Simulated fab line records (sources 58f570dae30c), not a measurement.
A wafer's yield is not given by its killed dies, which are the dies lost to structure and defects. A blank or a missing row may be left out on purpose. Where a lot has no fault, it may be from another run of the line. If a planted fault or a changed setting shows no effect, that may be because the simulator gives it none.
Split-lot experiment    flow berkeley cmos170    23 wafers read from 5 lots, route of 331 steps

## ABOUT THE SPLIT
At UCB170_ACTIVE_ETCH_15 (etches Si3N4 in CH3F/Ar/O2, stops on SiO2, target depth 242 nm, time 151 s), the setting time s was moved away from the recipe's 151 s on 5 of the 23 wafers read, by -10.7% to -8.3%. The other wafers ran this setting at the recipe's value.

The reading comes from the split's own step.

## THE READING
oes product au, in a.u., at UCB170_ACTIVE_ETCH_15 (etches Si3N4 in CH3F/Ar/O2, stops on SiO2, target depth 242 nm, time 151 s). Fault-free wafers of this fab line usually give 0.944 a.u., standard deviation 0.012 a.u.

wafer   tool, chamber at the split  time s as run, s  against the recipe  oes product au, a.u.  against lot-mates on the recipe
L074.1  rie diel-01, 0              151               recipe              0.954                 -
L074.2  rie diel-01, 1              151               recipe              0.964                 -
L074.3  rie diel-01, 3              151               recipe              0.954                 -
L074.4  rie diel-01, 2              151               recipe              0.952                 -
L074.6  rie diel-01, 3              151               recipe              0.950                 -
L075.1  rie diel-01, 2              151               recipe              0.935                 -
L075.3  rie diel-01, 1              151               recipe              0.949                 -
L075.4  rie diel-01, 0              151               recipe              0.948                 -
L075.5  rie diel-01, 0              134.9             -10.7%              1.003                 +0.059
L075.6  rie diel-01, 3              134.9             -10.7%              0.993                 +0.049
L077.1  rie diel-04, 3              138.4             -8.3%               0.981                 +0.021
L077.2  rie diel-04, 2              151               recipe              0.960                 -
L077.3  rie diel-04, 1              138.4             -8.3%               1.012                 +0.052
L077.5  rie diel-04, 1              151               recipe              0.960                 -
L077.6  rie diel-04, 0              138.4             -8.3%               0.991                 +0.031
L078.2  rie diel-01, 1              151               recipe              0.942                 -
L078.3  rie diel-01, 3              151               recipe              0.929                 -
L078.4  rie diel-01, 0              151               recipe              0.939                 -
L078.5  rie diel-01, 0              151               recipe              0.933                 -
L078.6  rie diel-01, 3              151               recipe              0.928                 -
L083.1  rie diel-04, 2              151               recipe              0.952                 -
L083.2  rie diel-04, 1              151               recipe              0.949                 -
L083.4  rie diel-04, 0              151               recipe              0.939                 -

THE FIT
A straight line over all 23 wafers: oes product au changes by -0.00527 a.u. for each +1% of time s; r = -0.89; the points scatter about the line by 0.011 a.u.
The same after taking each lot's own level away (the mean of its wafers on the recipe; 23 wafers): -0.00464 a.u. for each +1%; r = -0.93; scatter 0.0073 a.u.
Per that fit: largest time s move, reading shift of 0.05 a.u.
Across the lots, their own levels run from 0.9342 to 0.9600 a.u., a range of 2.1 times the standard deviation given above.
So the lot-to-lot level changes the slope: the two fits differ.
Check: with one of the wafers moved furthest among these (-10.7%) left out of the fit, the line predicts +0.046 a.u. for it against its lot-mates. It came out at +0.059 a.u. against them.
Tool readings at the split's step, against how far the setting was moved: oes product au r = -0.89.

## ADDITIONAL SPLITS CARRIED BY THESE WAFERS
Before the reading, these wafers also passed through other splits. Each is held against what the fit with the lots' levels taken away leaves over:
other split on the same wafers          wafers away from the commonest value  r with oes product au (lot level and that fit taken away)
UCB170_START_OXIDATION_02 temp c        10                                    +0.10
UCB170_ZERO_STRIP_07 o2 flow sccm       8                                     -0.14
UCB170_NWELL_COAT_07 spin rpm           10                                    -0.02
UCB170_NWELL_DEVELOP_11 develop time s  6                                     +0.16
UCB170_PWELL_CVD_05 pressure mtorr      15                                    -0.17
UCB170_PWELL_ETCH_14 rf w               11                                    +0.07
UCB170_ACTIVE_OXIDATION_02 temp c       18                                    +0.17

## THE WHOLE CHAIN: every reading that the file lists as answering this split, in the file's order
step                   what it does                                                                reading                                                                        change (the file's fit)                    r (the file's)
UCB170_ACTIVE_ETCH_15  etches Si3N4 in CH3F/Ar/O2, stops on SiO2, target depth 242 nm, time 151 s  oes product au                                                                 -0.00473 a.u. for each +1% of the setting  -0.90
UCB170_ACTIVE_ETCH_15  etches Si3N4 in CH3F/Ar/O2, stops on SiO2, target depth 242 nm, time 151 s  KrF_of_ACTIVE_COAT_08.thk nm (the simulator's own value, which no gauge read)  -1.81 nm for each +1% of the setting       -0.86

## THE FILE'S OWN FIT
oes product au changes by -0.00473 a.u. for each +1% of time s, r = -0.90.
